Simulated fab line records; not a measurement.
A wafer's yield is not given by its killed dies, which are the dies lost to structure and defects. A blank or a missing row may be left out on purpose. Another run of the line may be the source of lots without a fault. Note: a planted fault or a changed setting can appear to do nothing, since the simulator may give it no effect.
Which tool was responsible? :: flow rit cmos :: 14 lots with 42 wafers sampled at 5 steps, on a route of 202 steps

WHAT EACH GAUGE READ, for each wafer
RIT_FOX2_THK_MEAS_90. Usual: FIELD_OXIDE_LEFT_1_THK 323 nm, standard deviation 6.3.
lot: L249
measured: day 1 23:38
on: film metro-04
FIELD_OXIDE_LEFT_1_THK (nm): 315 320 322
flag: 

lot: L250
measured: day 2 03:13
on: film metro-01
FIELD_OXIDE_LEFT_1_THK (nm): 313 309 319
flag: 

lot: L251
measured: day 2 06:44
on: film metro-02
FIELD_OXIDE_LEFT_1_THK (nm): 316 315 316
flag: 

lot: L252
measured: day 2 10:42
on: film metro-02
FIELD_OXIDE_LEFT_1_THK (nm): 330 323 322
flag: 

lot: L253
measured: day 2 16:41
on: film metro-04
FIELD_OXIDE_LEFT_1_THK (nm): 323 316 318
flag: 

lot: L254
measured: day 2 20:13
on: film metro-04
FIELD_OXIDE_LEFT_1_THK (nm): 320 323 319
flag: 

lot: L255
measured: day 3 02:44
on: film metro-01
FIELD_OXIDE_LEFT_1_THK (nm): 327 324 329
flag: 

lot: L257
measured: day 3 12:05
on: film metro-02
FIELD_OXIDE_LEFT_1_THK (nm): 324 318 321
flag: 

lot: L258
measured: day 3 17:09
on: film metro-02
FIELD_OXIDE_LEFT_1_THK (nm): 325 329 328
flag: 

lot: L259
measured: day 3 23:21
on: film metro-04
FIELD_OXIDE_LEFT_1_THK (nm): 313 313 314
flag: 

lot: L260
measured: day 4 02:23
on: film metro-02
FIELD_OXIDE_LEFT_1_THK (nm): 325 333 327
flag: 

lot: L261
measured: day 4 07:12
on: film metro-02
FIELD_OXIDE_LEFT_1_THK (nm): 329 332 333
flag: 

lot: L265
measured: day 5 04:02
on: film metro-02
FIELD_OXIDE_LEFT_1_THK (nm): 329 329 322
flag: 

lot: L266
measured: day 5 08:13
on: film metro-02
FIELD_OXIDE_LEFT_1_THK (nm): 314 323 312
flag: 

RIT_CONTACT_CD_MEAS_08 targets a cd of 1000 nm. Usual: cd nm at 999.8 nm, with a standard deviation of 2.1.
lot: L249
measured: day 3 09:07
on: cd sem-02
cd nm (nm): 998.6 1000.4 998.8
flag: 

lot: L250
measured: day 3 13:18
on: cd sem-02
cd nm (nm): 999.6 997.5 998.8
flag: 

lot: L251
measured: day 3 14:40
on: cd sem-01
cd nm (nm): 998.2 998.8 998.9
flag: 

lot: L252
measured: day 3 20:46
on: cd sem-02
cd nm (nm): 998.8 999.9 1000.9
flag: 

lot: L253
measured: day 4 00:25
on: cd sem-02
cd nm (nm): 996.0 997.9 1000.1
flag: 

lot: L254
measured: day 4 06:49
on: cd sem-02
cd nm (nm): 999.3 1000.9 998.5
flag: 

lot: L255
measured: day 4 10:15
on: cd sem-02
cd nm (nm): 1002.5 1005.4 1003.5
flag: 

lot: L257
measured: day 4 20:13
on: cd sem-02
cd nm (nm): 997.6 994.2 995.6
flag: 

lot: L258
measured: day 5 02:46
on: cd sem-02
cd nm (nm): 1001.0 1000.3 1000.8
flag: 

lot: L259
measured: day 5 06:08
on: cd sem-01
cd nm (nm): 998.9 1000.3 1000.6
flag: 

lot: L260
measured: day 5 10:26
on: cd sem-02
cd nm (nm): 997.9 996.7 996.5
flag: 

lot: L261
measured: day 5 15:28
on: cd sem-02
cd nm (nm): 1004.6 1003.6 1005.3
flag: 

lot: L265
measured: day 6 11:29
on: cd sem-01
cd nm (nm): 981.6 980.0 982.3
flag: OFF

lot: L266
measured: day 6 19:07
on: cd sem-02
cd nm (nm): 980.5 979.0 980.4
flag: OFF

RIT_M1_BOW_MEAS_16. Usual: M1_BOW 17 um, standard deviation 5.7.
lot: L249
measured: day 3 14:20
on: film metro-03
M1_BOW (um): 26 20 29
flag: 

lot: L250
measured: day 3 18:46
on: film metro-04
M1_BOW (um): 9 19 12
flag: 

lot: L251
measured: day 3 20:15
on: film metro-01
M1_BOW (um): 17 18 20
flag: 

lot: L252
measured: day 4 02:58
on: film metro-04
M1_BOW (um): 15 16 20
flag: 

lot: L253
measured: day 4 05:35
on: film metro-01
M1_BOW (um): 17 17 21
flag: 

lot: L254
measured: day 4 11:51
on: film metro-04
M1_BOW (um): 17 13 13
flag: 

lot: L255
measured: day 4 16:34
on: film metro-01
M1_BOW (um): 18 27 16
flag: 

lot: L257
measured: day 5 01:25
on: film metro-03
M1_BOW (um): 15 18 16
flag: 

lot: L258
measured: day 5 08:00
on: film metro-01
M1_BOW (um): 18 18 12
flag: 

lot: L259
measured: day 5 12:33
on: film metro-04
M1_BOW (um): 24 20 14
flag: 

lot: L260
measured: day 5 15:40
on: film metro-01
M1_BOW (um): 24 20 19
flag: 

lot: L261
measured: day 5 20:36
on: film metro-04
M1_BOW (um): 13 13 13
flag: 

lot: L265
measured: day 6 16:44
on: film metro-01
M1_BOW (um): 12 25 15
flag: 

lot: L266
measured: day 7 00:19
on: film metro-03
M1_BOW (um): 12 12 23
flag: 

WHICH TOOL RAN EACH LOT (tool, then ch and the chambers of the sampled wafers, then the start)
lot: L249
RIT_CONTACT_CVD_00: pecvd-04 ch 0,1,2, day 3 08:02
RIT_CONTACT_DEVELOP_07: litho track-04 ch 0, day 3 08:00

lot: L250
RIT_CONTACT_CVD_00: pecvd-02 ch 0,1, day 3 12:05
RIT_CONTACT_DEVELOP_07: litho track-04 ch 0, day 3 13:00

lot: L251
RIT_CONTACT_CVD_00: pecvd-01 ch 1,2, day 3 13:26
RIT_CONTACT_DEVELOP_07: litho track-03 ch 0, day 3 14:00

lot: L252
RIT_CONTACT_CVD_00: pecvd-04 ch 0,1,2, day 3 19:40
RIT_CONTACT_DEVELOP_07: litho track-02 ch 0, day 3 20:00

lot: L253
RIT_CONTACT_CVD_00: pecvd-02 ch 0,2, day 3 23:19
RIT_CONTACT_DEVELOP_07: litho track-04 ch 0, day 4 00:00

lot: L254
RIT_CONTACT_CVD_00: pecvd-01 ch 0,2, day 4 05:34
RIT_CONTACT_DEVELOP_07: litho track-04 ch 0, day 4 06:00

lot: L255
RIT_CONTACT_CVD_00: pecvd-04 ch 0,1,2, day 4 08:51
RIT_CONTACT_DEVELOP_07: litho track-02 ch 0, day 4 10:00

lot: L257
RIT_CONTACT_CVD_00: pecvd-01 ch 0,1,2, day 4 19:01
RIT_CONTACT_DEVELOP_07: litho track-04 ch 0, day 4 19:00

lot: L258
RIT_CONTACT_CVD_00: pecvd-04 ch 0,1,2, day 5 01:33
RIT_CONTACT_DEVELOP_07: litho track-03 ch 0, day 5 02:00

lot: L259
RIT_CONTACT_CVD_00: pecvd-02 ch 1,2, day 5 04:56
RIT_CONTACT_DEVELOP_07: litho track-03 ch 0, day 5 05:00

lot: L260
RIT_CONTACT_CVD_00: pecvd-01 ch 0,1,2, day 5 09:21
RIT_CONTACT_DEVELOP_07: litho track-03 ch 0, day 5 10:00

lot: L261
RIT_CONTACT_CVD_00: pecvd-04 ch 0,1,2, day 5 14:22
RIT_CONTACT_DEVELOP_07: litho track-04 ch 0, day 5 15:00

lot: L265
RIT_CONTACT_CVD_00: pecvd-02 ch 1,2, day 6 10:11
RIT_CONTACT_DEVELOP_07: litho track-03 ch 0, day 6 11:00

lot: L266
RIT_CONTACT_CVD_00: pecvd-01 ch 0,2, day 6 17:52
RIT_CONTACT_DEVELOP_07: litho track-03 ch 0, day 6 18:00
- RIT_CONTACT_CVD_00: deposits SiO2 from TEOS, target thk 400 nm, time 61 s.
- RIT_CONTACT_DEVELOP_07: develop time 120 s.

AS READ BY THE TOOLS THEMSELVES (means over the sampled wafers that have a number; for cases with no such wafer, the mark the record gives instead)
RIT_CONTACT_CVD_00. Usual: heater power w at 299 W, with a standard deviation of 40.
lot: L249
tool: pecvd-04
heater power w (W): 302
flag: 

lot: L250
tool: pecvd-02
heater power w (W): 333
flag: 

lot: L251
tool: pecvd-01
heater power w (W): 289
flag: 

lot: L252
tool: pecvd-04
heater power w (W): 284
flag: 

lot: L253
tool: pecvd-02
heater power w (W): 317
flag: 

lot: L254
tool: pecvd-01
heater power w (W): 246
flag: 

lot: L255
tool: pecvd-04
heater power w (W): 306
flag: 

lot: L257
tool: pecvd-01
heater power w (W): 267
flag: 

lot: L258
tool: pecvd-04
heater power w (W): 309
flag: 

lot: L259
tool: pecvd-02
heater power w (W): 328
flag: 

lot: L260
tool: pecvd-01
heater power w (W): 301
flag: 

lot: L261
tool: pecvd-04
heater power w (W): 280
flag: 

lot: L265
tool: pecvd-02
heater power w (W): 307
flag: 

lot: L266
tool: pecvd-01
heater power w (W): 267
flag: 

RIT_CONTACT_DEVELOP_07. Usual: developer temp C at 23.03 C, with a standard deviation of 0.1.
lot: L249
tool: litho track-04
developer temp C (C): 23.04
flag: 

lot: L250
tool: litho track-04
developer temp C (C): 23.01
flag: 

lot: L251
tool: litho track-03
developer temp C (C): 23.08
flag: 

lot: L252
tool: litho track-02
developer temp C (C): 23.06
flag: 

lot: L253
tool: litho track-04
developer temp C (C): 22.95
flag: 

lot: L254
tool: litho track-04
developer temp C (C): 23.06
flag: 

lot: L255
tool: litho track-02
developer temp C (C): 23.08
flag: 

lot: L257
tool: litho track-04
developer temp C (C): 23.03
flag: 

lot: L258
tool: litho track-03
developer temp C (C): 22.94
flag: 

lot: L259
tool: litho track-03
developer temp C (C): 23.14
flag: 

lot: L260
tool: litho track-03
developer temp C (C): 23.11
flag: 

lot: L261
tool: litho track-04
developer temp C (C): 23.04
flag: 

lot: L265
tool: litho track-03
developer temp C (C): 23.03
flag: 

lot: L266
tool: litho track-03
developer temp C (C): 22.95
flag: 

THE ANSWER, worked out from the rows above alone
Rule: a lot is off if the mean of its wafers that have a number lies more than 3 standard deviations from the usual mean. A lot without any number at a reading at which 4 lots or more have one is off too. Where the step has rows for the other lots, those lots are counted as sound. The gauges are gone through in route order, then the tools' own readings, and for those a lot's mean is taken as printed above. The first step at which some lot is off is used, and at that step the reading that is off furthest; a lot without a number counts as furthest.
Off: L265, L266 (RIT_CONTACT_CD_MEAS_08, cd nm).
If a tool, at a process step before that reading, ran all the lots that are off and no sound lot after the first of them, it fits. Those tools and the gauges at RIT_CONTACT_CD_MEAS_08 are tried in the same way. One candidate fits, namely litho track-03 at RIT_CONTACT_DEVELOP_07. A fault onset in the window from L260 (day 5 10:00, its last sound lot) to L265 (day 6 11:00, its first lot off) fits.

WHAT THE SIMULATOR HAD PUT IN
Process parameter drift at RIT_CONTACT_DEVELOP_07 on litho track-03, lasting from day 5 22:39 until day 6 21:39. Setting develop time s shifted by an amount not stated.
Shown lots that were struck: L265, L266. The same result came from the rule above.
